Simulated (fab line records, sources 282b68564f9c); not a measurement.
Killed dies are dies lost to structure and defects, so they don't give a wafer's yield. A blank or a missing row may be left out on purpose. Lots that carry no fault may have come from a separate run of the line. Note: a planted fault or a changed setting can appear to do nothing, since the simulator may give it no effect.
Which tool was responsible? | flow rit_cmos | Sampling: 15 lots, 45 wafers, 5 of 202 route steps

WHAT THE GAUGES READ, wafer by wafer
The record lacks any reading of a measuring or inspecting step that a usual standard deviation could be used to judge.

EACH LOT AND THE TOOL THAT RAN IT (in order: tool; ch and the chambers of the sampled wafers; start)
lot  | RIT_ACTIVE_STRIP_14                 | RIT_GATE_ETCH_19                | RIT_GATE_STRIP_20                   | RIT_CONTACT_CLEAN_13           | RIT_M1_PROBE_99
L889 | plasma_asher-04 ch 0,1, day 1 14:56 | rie_si-02 ch 1,2, day 2 14:55   | plasma_asher-03 ch 0,1, day 2 15:02 | wet_bench-03 ch 3, day 3 07:30 | -
L891 | plasma_asher-01 ch 0,1, day 2 01:53 | rie_si-02 ch 1,2,3, day 3 04:05 | plasma_asher-02 ch 0,1, day 3 04:11 | wet_bench-04 ch 2, day 3 20:02 | prober-02, day 4 00:37
L892 | plasma_asher-01 ch 0,1, day 2 06:01 | rie_si-01 ch 0,2,3, day 3 05:58 | plasma_asher-02 ch 0,1, day 3 06:08 | wet_bench-03 ch 1, day 3 22:22 | -
L893 | plasma_asher-03 ch 0,1, day 2 11:38 | rie_si-02 ch 0,1,3, day 3 10:24 | plasma_asher-01 ch 0,1, day 3 10:31 | wet_bench-01 ch 3, day 4 03:01 | -
L894 | plasma_asher-04 ch 0,1, day 2 16:25 | rie_si-01 ch 1,3, day 3 18:53   | plasma_asher-01 ch 0,1, day 3 19:04 | wet_bench-04 ch 3, day 4 09:53 | -
L895 | plasma_asher-04 ch 0,1, day 2 22:50 | rie_si-02 ch 1,2,3, day 3 21:00 | plasma_asher-02 ch 0,1, day 3 21:10 | wet_bench-03 ch 2, day 4 13:41 | -
L904 | plasma_asher-04 ch 1, day 4 18:50   | rie_si-02 ch 2,3, day 6 07:52   | plasma_asher-01 ch 0,1, day 6 07:58 | wet_bench-01 ch 1, day 7 00:16 | prober-02, day 7 04:41
L905 | plasma_asher-04 ch 0,1, day 5 03:11 | rie_si-02 ch 0,2,3, day 6 12:13 | plasma_asher-01 ch 0,1, day 6 12:19 | wet_bench-04 ch 0, day 7 05:53 | prober-02, day 7 10:16
L906 | plasma_asher-04 ch 1, day 5 07:15   | rie_si-01 ch 1,2, day 6 12:29   | plasma_asher-03 ch 0,1, day 6 12:36 | wet_bench-03 ch 2, day 7 06:02 | -
L907 | plasma_asher-01 ch 0,1, day 5 11:53 | rie_si-02 ch 0,1,3, day 6 21:56 | plasma_asher-02 ch 0,1, day 6 22:06 | wet_bench-04 ch 3, day 7 16:41 | -
L908 | plasma_asher-03 ch 0,1, day 5 18:19 | rie_si-01 ch 0,1,2, day 7 06:34 | plasma_asher-01 ch 0,1, day 7 06:44 | wet_bench-04 ch 1, day 7 23:23 | -
L909 | plasma_asher-03 ch 0,1, day 6 00:38 | rie_si-01 ch 1,2,3, day 7 06:10 | plasma_asher-02 ch 0,1, day 7 06:16 | wet_bench-03 ch 0, day 7 23:38 | -
L910 | plasma_asher-01 ch 0,1, day 6 00:53 | rie_si-02 ch 0,1,3, day 7 06:25 | plasma_asher-03 ch 0,1, day 7 06:31 | wet_bench-01 ch 2, day 8 01:14 | -
L911 | plasma_asher-04 ch 0,1, day 6 10:04 | rie_si-01 ch 1,2, day 7 12:57   | plasma_asher-02 ch 0,1, day 7 13:07 | wet_bench-04 ch 2, day 8 07:06 | -
L912 | plasma_asher-03 ch 0,1, day 6 10:17 | rie_si-02 ch 1,2, day 7 12:48   | plasma_asher-03 ch 0, day 7 12:55   | wet_bench-01 ch 1, day 8 04:55 | -
- RIT_ACTIVE_STRIP_14: strips in O2, time 180 s.
- RIT_GATE_ETCH_19: etches poly-Si in SF6/CHF3/O2, stops on SiO2, time 165 s, target depth 312.5 nm.
- RIT_GATE_STRIP_20: strips in O2, time 180 s.
- RIT_CONTACT_CLEAN_13: cleans in SC1, time 600 s.
- RIT_M1_PROBE_99

WHAT THE TOOLS THEMSELVES READ (means of the sampled wafers that have a number; where no wafer has one, the mark that the record gives instead)
RIT_ACTIVE_STRIP_14.
lot  | tool            | drypump_motor_current_A (A) | o2_flow_sccm (sccm)
L889 | plasma_asher-04 | 5.3                         | 3992
L891 | plasma_asher-01 | 5.7                         | 3982
L892 | plasma_asher-01 | 5.6                         | 3992
L893 | plasma_asher-03 | 6.3                         | 4001
L894 | plasma_asher-04 | 5.2                         | 3997
L895 | plasma_asher-04 | 5.2                         | 3995
L904 | plasma_asher-04 | 5.1                         | 3992
L905 | plasma_asher-04 | 5.3                         | 3995
L906 | plasma_asher-04 | 5.2                         | 3989
L907 | plasma_asher-01 | 5.6                         | 3989
L908 | plasma_asher-03 | 6.1                         | 4007
L909 | plasma_asher-03 | 6.2                         | 3994
L910 | plasma_asher-01 | 5.7                         | 4008
L911 | plasma_asher-04 | 5.2                         | 3989
L912 | plasma_asher-03 | 6.3                         | 4006

RIT_GATE_ETCH_19.
lot  | tool      | drypump_motor_current_A (A) | oes_product_au (a.u.) | throttle_valve_pct (%)
L889 | rie_si-02 | 5.75                        | 0.852                 | 10.44
L891 | rie_si-02 | 5.80                        | 0.853                 | 10.30
L892 | rie_si-01 | 5.77                        | 0.857                 | 10.20
L893 | rie_si-02 | 6.01                        | 0.852                 | 10.34
L894 | rie_si-01 | 6.02                        | 0.846                 | 10.15
L895 | rie_si-02 | 5.79                        | 0.854                 | 10.30
L904 | rie_si-02 | 5.86                        | 0.851                 | 10.14
L905 | rie_si-02 | 5.88                        | 0.847                 | 10.26
L906 | rie_si-01 | 6.00                        | 0.840                 | 10.13
L907 | rie_si-02 | 6.02                        | 0.859                 | 10.35
L908 | rie_si-01 | 5.79                        | 0.839                 | 10.15
L909 | rie_si-01 | 5.97                        | 0.858                 | 10.18
L910 | rie_si-02 | 6.03                        | 0.851                 | 10.34
L911 | rie_si-01 | 6.01                        | 0.838                 | 10.13
L912 | rie_si-02 | 5.61                        | 0.860                 | 10.36

RIT_GATE_STRIP_20.
lot  | tool            | drypump_motor_current_A (A) | o2_flow_sccm (sccm)
L889 | plasma_asher-03 | 6.3                         | 4009
L891 | plasma_asher-02 | 6.4                         | 4014
L892 | plasma_asher-02 | 6.4                         | 3999
L893 | plasma_asher-01 | 5.6                         | 4001
L894 | plasma_asher-01 | 5.6                         | 3995
L895 | plasma_asher-02 | 6.4                         | 4005
L904 | plasma_asher-01 | 5.7                         | 3991
L905 | plasma_asher-01 | 5.6                         | 4010
L906 | plasma_asher-03 | 6.2                         | 4005
L907 | plasma_asher-02 | 6.5                         | 4001
L908 | plasma_asher-01 | 5.6                         | 3984
L909 | plasma_asher-02 | 6.4                         | 3998
L910 | plasma_asher-03 | 6.1                         | 3990
L911 | plasma_asher-02 | 6.4                         | 3999
L912 | plasma_asher-03 | 6.0                         | 4007

RIT_CONTACT_CLEAN_13.
lot  | tool         | bath_guard_temp_C (C) | bath_heat_duty_pct (%)
L889 | wet_bench-03 | 75.9                  | 17.0
L891 | wet_bench-04 | 75.4                  | 14.3
L892 | wet_bench-03 | 74.4                  | 14.5
L893 | wet_bench-01 | -                     | -
L894 | wet_bench-04 | -                     | -
L895 | wet_bench-03 | -                     | -
L904 | wet_bench-01 | 74.8                  | 14.0
L905 | wet_bench-04 | 74.4                  | 16.7
L906 | wet_bench-03 | 74.3                  | 16.1
L907 | wet_bench-04 | 75.6                  | 15.3
L908 | wet_bench-04 | 74.9                  | 15.7
L909 | wet_bench-03 | 75.2                  | 14.0
L910 | wet_bench-01 | 75.4                  | 15.2
L911 | wet_bench-04 | 75.6                  | 14.2
L912 | wet_bench-01 | 74.4                  | 12.8

RIT_M1_PROBE_99.
lot  | tool      | killed_at_M0_to_M3 | killed_at_contacts | killed_at_front_end | killed_dies | killed_open | killed_short
L891 | prober-02 | 0.0                | 0.0                | 4.3                 | 4.3         | 2.0         | 2.3
L904 | prober-02 | 0.0                | 0.0                | 2.3                 | 2.3         | 1.0         | 1.3
L905 | prober-02 | 0.0                | 0.0                | 5.0                 | 5.0         | 3.7         | 1.3

THE ANSWER, worked out from the rows above alone
Rule: usual is defined by the lots themselves. Put in order of their means at a reading, lots are off if they are a third of the lots or fewer, leave a main group of 4 or more, and stand apart from it by a gap of 3 or more times the standard deviation of the main group's means; of several such gaps the widest counts. Not used: any main group whose means are identical at the precision the tables above print for the reading. Also off: a lot with no number at a reading for which 4 or more lots have one. Where the step has rows for the other lots, those lots are counted as sound. The gauges are gone through in route order, then the tools' own readings, and for those a lot's mean is taken as printed above. At the first step where some lot is off, the reading lying furthest off is the one used; lots without a number count as furthest.
Off: L893, L894, L895, at RIT_CONTACT_CLEAN_13 (bath_guard_temp_C). Without a number there: L893, L894, L895. Mean 75.0 C and standard deviation 0.54 in the main group.
A tool fits if, at that step or a process step before it, it ran every lot that is off, and no sound lot after the first of them. No candidate that was tried fits.

WHAT HAD BEEN PUT IN BY THE SIMULATOR
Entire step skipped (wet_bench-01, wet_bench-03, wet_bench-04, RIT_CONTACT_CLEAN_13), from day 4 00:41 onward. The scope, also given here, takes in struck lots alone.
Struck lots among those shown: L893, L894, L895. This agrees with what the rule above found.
